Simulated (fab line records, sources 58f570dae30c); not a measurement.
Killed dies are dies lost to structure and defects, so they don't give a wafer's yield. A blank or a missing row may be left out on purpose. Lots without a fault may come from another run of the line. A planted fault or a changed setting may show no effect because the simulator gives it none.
fab line records | flow berkeley_cmos170
record lots=14 wafers=42 last_day=12
route steps=331 shown NWELL@26 PSD@183 M3@316
lots that met no fault: from a run of the same line without faults
start_h: hours from the record's first day to the start of the lot's first wafer shown | wait_h: hours since the lot's step before | " the same as in the row above | L1.1+2: a row that stands for several wafers | - no value, or no start given | * or withheld: withheld | < > ~ a bound
route shown NAME@n: a module of which the file shows steps, and the number in the route of the first | usual: mean/standard deviation of fault-free wafers | same: alike in all rows | chamber/n: place in a boat | sites: the reading at each site | _std_site: their standard deviation | _edge_site: outer sites' mean less inner sites' | radius_mm: how far each site lies from the wafer's centre | mask NAME#n: copy n | behind: the tool/chamber that last shaped the wafer | hold: why the lot was held/for how many hours/how that ended | device: the transistor (n, p or np) that didn't switch | end of line: the same wafers' tests at the end of the route | a step without rows: its recipe alone | killed: dies lost to structure and defects at the first sort, not the wafer's yield | map: a wafer's dies, x killed, . not, _ none there
set.NAME: the setting as run; set.NAME@STEP: as run at that earlier step | model.NAME: the simulator's own value behind a step, which no gauge read
steps of the route over a sample of lots; a table a step, a row a wafer
services: from which hour (start_h, from the record's first day; less than 0 if before it) a tool's chamber was out of use, for how many hours, and why
## steps
# step UCB170_NWELL_OVL_MEAS_12
# usual NWELL_OVL=-2/6.2
# columns lot.wafer tool chamber start_h wait_h NWELL_OVL[nm]
L762.1 overlay-01 - 36.30 - 1
L762.2 " - " " -1
L762.6 " - " " 4
L763.1 overlay-01 - 45.63 - -7
L763.2 " - " " -5
L763.5 " - " " -8
L765.1 overlay-01 - 47.85 - -8
L765.2 " - " " -16
L765.4 " - " " -11
L766.2 overlay-02 - 51.95 - -3
L766.4 " - " " 0
L766.6 " - " " -3
L767.1 overlay-02 - 58.73 - -8
L767.2 " - " " 6
L767.6 " - " " -1
L769.4 overlay-02 - 71.95 - -4
L769.5 " - " " -1
L769.6 " - " " -5
L770.1 overlay-02 - 76.82 - -10
L770.3 " - " " -7
L770.4 " - " " 2
L771.1 overlay-01 - 81.08 - -7
L771.3 " - " " -11
L771.6 " - " " 1
L774.4 overlay-01 - 91.71 - 5
L774.5 " - " " 11
L774.6 " - " " 6
L777.2 overlay-02 - 117.58 - 1
L777.3 " - " " 6
L777.5 " - " " 2
L779.2 overlay-02 - 123.06 - 2
L779.3 " - " " 9
L779.5 " - " " 8
L781.2 overlay-02 - 128.91 - -8
L781.4 " - " " -11
L781.5 " - " " -5
L783.1 overlay-02 - 136.84 - -8
L783.2 " - " " -12
L783.3 " - " " -6
L784.3 overlay-02 - 148.52 - 4
L784.5 " - " " -4
L784.6 " - " " -2
# step UCB170_NWELL_TW_MEAS_16
# usual NWELL_TW=1241/13
# columns lot.wafer tool chamber start_h wait_h NWELL_TW
L762.1 film_metro-02 - 36.69 0.1 1250
L762.2 " - " " 1245
L762.6 " - " " 1246
L763.1 film_metro-04 - 46.02 0.1 1253
L763.2 " - " " 1256
L763.5 " - " " 1261
L765.1 film_metro-03 - 48.24 0.1 1221
L765.2 " - " " 1224
L765.4 " - " " 1221
L766.2 film_metro-03 - 52.34 0.1 1225
L766.4 " - " " 1225
L766.6 " - " " 1226
L767.1 film_metro-02 - 59.12 0.1 1240
L767.2 " - " " 1248
L767.6 " - " " 1242
L769.4 film_metro-04 - 72.35 0.1 1256
L769.5 " - " " 1259
L769.6 " - " " 1253
L770.1 film_metro-03 - 77.21 0.1 1219
L770.3 " - " " 1218
L770.4 " - " " 1215
L771.1 film_metro-04 - 81.47 0.1 1264
L771.3 " - " " 1250
L771.6 " - " " 1252
L774.4 film_metro-03 - 92.11 0.1 1221
L774.5 " - " " 1215
L774.6 " - " " 1212
L777.2 film_metro-02 - 117.97 0.1 1241
L777.3 " - " " 1250
L777.5 " - " " 1252
L779.2 film_metro-04 - 123.46 0.1 1256
L779.3 " - " " 1249
L779.5 " - " " 1255
L781.2 film_metro-04 - 129.30 0.1 1255
L781.4 " - " " 1243
L781.5 " - " " 1253
L783.1 film_metro-03 - 137.23 0.1 1238
L783.2 " - " " 1230
L783.3 " - " " 1236
L784.3 film_metro-03 - 148.92 0.1 1237
L784.5 " - " " 1238
L784.6 " - " " 1240
# step UCB170_PSD_IMPLANT_08
# recipe species=B dose_cm2=3e+15 energy_kev=20 tilt_deg=7
# usual tilt_deg=7.003/0.02
# columns lot.wafer tool chamber start_h wait_h tilt_deg
L765.1 implanter-01 0 145.18 0.0 7.030
L765.2 " 0 " " 7.021
L765.4 " 0 " " 7.052
L762.1 implanter-02 0 145.31 0.0 6.991
L762.2 " 0 " " 6.981
L762.6 " 0 " " 6.971
L763.1 implanter-01 0 145.58 0.0 7.006
L763.2 " 0 " " 6.985
L763.5 " 0 " " 7.005
L766.2 implanter-03 0 158.34 0.0 6.967
L766.4 " 0 " " 7.000
L766.6 " 0 " " 6.973
L767.1 implanter-03 0 165.46 0.0 7.028
L767.2 " 0 " " 6.987
L767.6 " 0 " " 7.007
L770.1 implanter-01 0 186.46 0.0 6.975
L770.3 " 0 " " 6.994
L770.4 " 0 " " 6.997
L770.1 implanter-01 0 186.91 0.4 6.994
L770.3 " 0 " " 7.035
L770.4 " 0 " " 7.008
L769.4 implanter-01 0 186.68 0.2 6.982
L769.5 " 0 " " 7.005
L769.6 " 0 " " 7.021
L771.1 implanter-01 0 187.06 0.3 6.990
L771.3 " 0 " " 6.964
L771.6 " 0 " " 6.974
L774.4 implanter-03 0 194.82 0.1 7.012
L774.5 " 0 " " 6.991
L774.6 " 0 " " 7.010
L774.4 implanter-03 0 195.14 0.3 6.994
L774.5 " 0 " " 6.977
L774.6 " 0 " " 6.979
L777.2 implanter-01 0 213.15 0.0 6.968
L777.3 " 0 " " 6.981
L777.5 " 0 " " 7.020
L779.2 implanter-01 0 226.23 0.0 7.003
L779.3 " 0 " " 7.002
L779.5 " 0 " " 7.000
L781.2 implanter-01 0 226.68 0.0 6.988
L781.4 " 0 " " 6.991
L781.5 " 0 " " 6.984
L783.1 implanter-03 0 247.56 0.0 7.010
L783.2 " 0 " " 7.027
L783.3 " 0 " " 7.001
L784.3 implanter-02 0 259.52 0.1 6.966
L784.5 " 0 " " 6.994
L784.6 " 0 " " 6.993
# step UCB170_PSD_STRIP_09
# recipe chemistry=O2 power_w=400 pressure_mtorr=3500 platen_temp_c=withheld o2_flow_sccm=400 overash_fraction=0.5
# usual drypump_motor_current_A=5.9/0.4 oes_product_au=0.600/0.0049 strip_time_to_endpoint_s=29.39/0.078
# same overash_fraction=0.5
# columns lot.wafer tool chamber start_h wait_h drypump_motor_current_A oes_product_au rf_hours_counter_h strip_time_to_endpoint_s
L765.1 plasma_asher-04 1 145.33 0.1 6.3 0.601 45 29.44
L765.2 " 0 " " 6.0 0.597 45 29.41
L765.4 " 0 " " 6.0 0.600 - 29.35
L762.1 plasma_asher-01 0 145.46 0.1 6.3 0.607 36 29.38
L762.2 " 1 " " 6.0 0.595 36 29.47
L762.6 " 0 " " 6.3 0.608 - 29.46
L763.1 plasma_asher-01 1 145.73 0.1 5.9 0.600 36 29.55
L763.2 " 0 " " 6.3 0.599 36 29.52
L763.5 " 1 " " 5.9 0.607 - 29.50
L766.2 plasma_asher-04 0 158.46 0.1 6.1 0.600 47 29.42
L766.4 " 0 " " 6.0 0.591 - 29.44
L766.6 " 0 " " 6.0 0.602 - 29.41
L767.1 plasma_asher-01 1 165.61 0.1 6.0 0.596 38 29.40
L767.2 " 0 " " 6.3 0.601 38 29.45
L767.6 " 1 " " 6.0 0.600 - 29.52
L769.4 plasma_asher-02 0 186.79 0.1 5.1 0.598 - 29.39
L769.5 " 0 " " 5.1 0.602 - 29.48
L769.6 " 1 " " 5.9 0.600 - 29.32
L770.1 plasma_asher-04 0 187.16 0.2 6.0 0.520 50 37.45
L770.3 " 1 " " 6.3 0.519 - 37.41
L770.4 " 0 " " 6.1 0.519 - 37.41
L771.1 plasma_asher-01 0 187.21 0.1 6.3 0.600 40 29.46
L771.3 " 1 " " 5.9 0.604 - 29.35
L771.6 " 1 " " 5.9 0.601 - 29.43
L774.4 plasma_asher-02 1 195.25 0.1 5.9 0.519 - 37.50
L774.5 " 0 " " 5.1 0.518 - 37.52
L774.6 " 1 " " 5.9 0.508 - 37.47
L777.2 plasma_asher-02 0 213.27 0.1 5.1 0.590 52 29.46
L777.3 " 0 " " 5.1 0.595 - 29.38
L777.5 " 0 " " 5.1 0.595 - 29.46
L779.2 plasma_asher-01 0 226.35 0.1 6.3 0.599 47 29.41
L779.3 " 0 " " 6.3 0.600 - 29.44
L779.5 " 0 " " 6.3 0.604 - 29.50
L781.2 plasma_asher-04 0 226.80 0.1 6.0 0.592 51 29.24
L781.4 " 1 " " 6.3 0.601 - 29.28
L781.5 " 1 " " 6.3 0.599 - 29.33
L783.1 plasma_asher-01 1 247.71 0.1 5.9 0.604 49 29.47
L783.2 " 0 " " 6.3 0.606 49 29.47
L783.3 " 1 " " 5.9 0.596 - 29.48
L784.3 plasma_asher-04 0 259.65 0.1 6.0 0.594 - 29.44
L784.5 " 0 " " 6.0 0.611 - 29.38
L784.6 " 1 " " 6.3 0.602 - 29.45
# step UCB170_PSD_TW_MEAS_10
# usual PSD_TW=2319/18
# columns lot.wafer tool chamber start_h wait_h PSD_TW
L765.1 film_metro-03 - 145.43 0.1 2322
L765.2 " - " " 2328
L765.4 " - " " 2322
L762.1 film_metro-01 - 145.56 0.1 2339
L762.2 " - " " 2337
L762.6 " - " " 2348
L763.1 film_metro-04 - 145.83 0.1 2328
L763.2 " - " " 2331
L763.5 " - " " 2330
L766.2 film_metro-03 - 158.57 0.1 2305
L766.4 " - " " 2317
L766.6 " - " " 2311
L767.1 film_metro-03 - 165.71 0.1 2300
L767.2 " - " " 2308
L767.6 " - " " 2306
L769.4 film_metro-04 - 186.89 0.1 2338
L769.5 " - " " 2325
L769.6 " - " " 2316
L770.1 film_metro-03 - 187.26 0.1 2827
L770.3 " - " " 2819
L770.4 " - " " 2823
L771.1 film_metro-01 - 187.31 0.1 2332
L771.3 " - " " 2333
L771.6 " - " " 2331
L774.4 film_metro-04 - 195.44 0.2 2859
L774.5 " - " " 2857
L774.6 " - " " 2847
L777.2 film_metro-03 - 213.38 0.1 2304
L777.3 " - " " 2293
L777.5 " - " " 2303
L779.2 film_metro-01 - 226.46 0.1 2351
L779.3 " - " " 2346
L779.5 " - " " 2355
L781.2 film_metro-01 - 226.91 0.1 2336
L781.4 " - " " 2337
L781.5 " - " " 2343
L783.1 film_metro-03 - 247.81 0.1 2305
L783.2 " - " " 2315
L783.3 " - " " 2311
L784.3 film_metro-01 - 259.74 0.1 2335
L784.5 " - " " 2347
L784.6 " - " " 2339
# step UCB170_SDANNEAL_RS_MEAS_02
# recipe thk_meas_gauge=four-point-probe
# usual PSD_RS=75.7/0.3
# columns lot.wafer tool chamber start_h wait_h PSD_RS[ohm/sq]
L765.1 film_metro-04 - 148.98 0.0 75.3
L765.2 " - " " 75.6
L765.4 " - " " 75.3
L762.1 film_metro-03 - 149.16 0.0 76.0
L762.2 " - " " 75.5
L762.6 " - " " 75.2
L763.1 film_metro-04 - 149.88 0.0 75.8
L763.2 " - " " 75.5
L763.5 " - " " 75.6
L766.2 film_metro-01 - 161.33 0.1 76.1
L766.4 " - " " 75.7
L766.6 " - " " 76.3
L767.1 film_metro-03 - 168.82 0.0 76.0
L767.2 " - " " 75.6
L767.6 " - " " 75.7
L769.4 film_metro-01 - 190.56 0.1 75.5
L769.5 " - " " 75.9
L769.6 " - " " 75.9
L770.1 film_metro-03 - 190.81 0.1 53.8
L770.3 " - " " 53.8
L770.4 " - " " 53.7
L771.1 film_metro-01 - 192.08 0.0 75.2
L771.3 " - " " 75.7
L771.6 " - " " 75.7
L774.4 film_metro-03 - 199.36 0.1 53.5
L774.5 " - " " 53.5
L774.6 " - " " 53.6
L777.2 film_metro-04 - 218.61 0.1 75.4
L777.3 " - " " 75.2
L777.5 " - " " 75.8
L779.2 film_metro-03 - 229.70 0.1 75.7
L779.3 " - " " 75.6
L779.5 " - " " 75.3
L781.2 film_metro-03 - 230.27 0.1 75.9
L781.4 " - " " 75.7
L781.5 " - " " 75.8
L783.1 film_metro-04 - 252.94 0.0 75.6
L783.2 " - " " 75.7
L783.3 " - " " 75.2
L784.3 film_metro-03 - 265.32 0.1 75.8
L784.5 " - " " 75.6
L784.6 " - " " 75.4
# step UCB170_M3_STRIP_07
# recipe chemistry=O2 power_w=400 pressure_mtorr=3500 platen_temp_c=withheld o2_flow_sccm=400 overash_fraction=0.5
# usual drypump_motor_current_A=5.9/0.42 oes_product_au=0.735/0.0048 strip_time_to_endpoint_s=21.96/0.058
# same overash_fraction=0.5
# columns lot.wafer tool chamber start_h wait_h drypump_motor_current_A oes_product_au rf_hours_counter_h strip_time_to_endpoint_s
L762.1 plasma_asher-02 0 170.30 0.1 5.1 0.739 46 21.95
L762.2 " 1 " " 5.8 0.738 46 22.06
L762.6 " 1 " " 5.9 0.731 - 22.00
L765.1 plasma_asher-01 0 171.32 0.1 6.3 0.732 39 22.11
L765.2 " 1 " " 5.9 0.731 39 22.06
L765.4 " 1 " " 5.9 0.734 - 22.08
L763.1 plasma_asher-01 1 172.82 0.1 5.9 0.731 39 21.98
L763.2 " 0 " " 6.3 0.739 39 21.94
L763.5 " 0 " " 6.3 0.731 - 22.03
L766.2 plasma_asher-04 1 182.71 0.1 6.3 0.730 50 21.97
L766.4 " 0 " " 6.0 0.724 - 22.00
L766.6 " 1 " " 6.3 0.729 - 21.96
L767.1 plasma_asher-02 1 196.26 0.1 5.8 0.734 49 22.00
L767.2 " 0 " " 5.1 0.736 49 22.00
L767.6 " 0 " " 5.1 0.742 - 21.94
L770.1 plasma_asher-01 1 210.58 0.1 5.9 0.733 44 22.03
L770.3 " 1 " " 5.9 0.735 - 22.05
L770.4 " 0 " " 6.3 0.729 - 21.95
L769.4 plasma_asher-02 1 211.09 0.1 5.8 0.719 - 21.96
L769.5 " 1 " " 5.9 0.725 - 21.94
L769.6 " 0 " " 5.1 0.734 - 21.88
L771.1 plasma_asher-02 1 214.71 0.1 5.9 0.735 52 21.91
L771.3 " 0 " " 5.1 0.730 - 21.87
L771.6 " 0 " " 5.1 0.740 - 21.88
L774.4 plasma_asher-02 0 222.09 0.1 5.1 0.739 - 21.99
L774.5 " 1 " " 5.8 0.733 - 21.92
L774.6 " 0 " " 5.1 0.738 - 21.98
L777.2 plasma_asher-04 1 241.77 0.1 6.3 0.739 53 22.02
L777.3 " 0 " " 6.0 0.733 - 22.00
L777.5 " 0 " " 6.0 0.740 - 21.99
L779.2 plasma_asher-01 1 251.40 0.1 5.9 0.738 49 21.91
L779.3 " 0 " " 6.3 0.738 - 21.87
L779.5 " 1 " " 5.9 0.739 - 21.92
L781.2 plasma_asher-04 0 255.34 0.1 6.0 0.738 54 21.98
L781.4 " 1 " " 6.3 0.732 - 22.01
L781.5 " 0 " " 6.0 0.732 - 21.95
L783.1 plasma_asher-04 1 278.41 0.1 6.3 0.733 56 21.84
L783.2 " 0 " " 6.0 0.735 56 21.83
L783.3 " 0 " " 6.0 0.737 - 21.81
L784.3 plasma_asher-04 1 290.73 0.1 6.3 0.734 - 21.99
L784.5 " 0 " " 6.0 0.735 - 21.87
L784.6 " 1 " " 6.3 0.739 - 21.94
## services
# columns tool chamber start_h hours kind
plasma_asher-04 - 125.32 1.8 repair
plasma_asher-04 - 135.16 2.8 pm
implanter-01 - 138.34 3.1 pm
plasma_asher-02 - 145.97 2.8 pm
implanter-02 - 151.30 3.9 pm
implanter-02 - 162.49 43.1 repair
implanter-03 - 184.61 3.1 pm
plasma_asher-04 - 190.74 28.1 pm
implanter-01 - 203.99 5.3 pm
implanter-02 - 205.57 34.7 pm
implanter-02 - 214.66 2.2 repair
implanter-02 - 247.43 4.7 repair
implanter-02 - 252.12 3.8 pm
plasma_asher-02 - 275.56 3.4 repair
implanter-03 - 276.64 3.5 pm
## key
first_sign step=UCB170_PSD_IMPLANT_08 reading=visit direction=added
effect step=UCB170_PSD_STRIP_09 reading=strip_time_to_endpoint_s direction=up sigmas=99+ usual=* struck=*
effect step=UCB170_PSD_TW_MEAS_10 reading=PSD_TW direction=up sigmas=29 usual=2319 struck=2839
effect step=UCB170_SDANNEAL_RS_MEAS_02 reading=PSD_RS direction=down sigmas=73 usual=75.7 struck=53.6
met_at UCB170_PSD_IMPLANT_08
struck_lots L770,L774
tester_left_out L770,L774
not_acting_at UCB170_NWELL_OVL_MEAS_12,UCB170_NWELL_TW_MEAS_16,UCB170_M3_STRIP_07
fault kind=repeated_step_whole tool=implanter-01,implanter-02,implanter-03 chamber=- onset_h=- steps=UCB170_PSD_IMPLANT_08 times=1 scope=struck_lots_only
# tester_left_out: of these lots the tester's yield and bins aren't shown, on N5 and GAA mostly nor the transistor test; their killed dies are dies lost to structure and defects alone, not to doping, threshold or leakage, so they don't give the yield
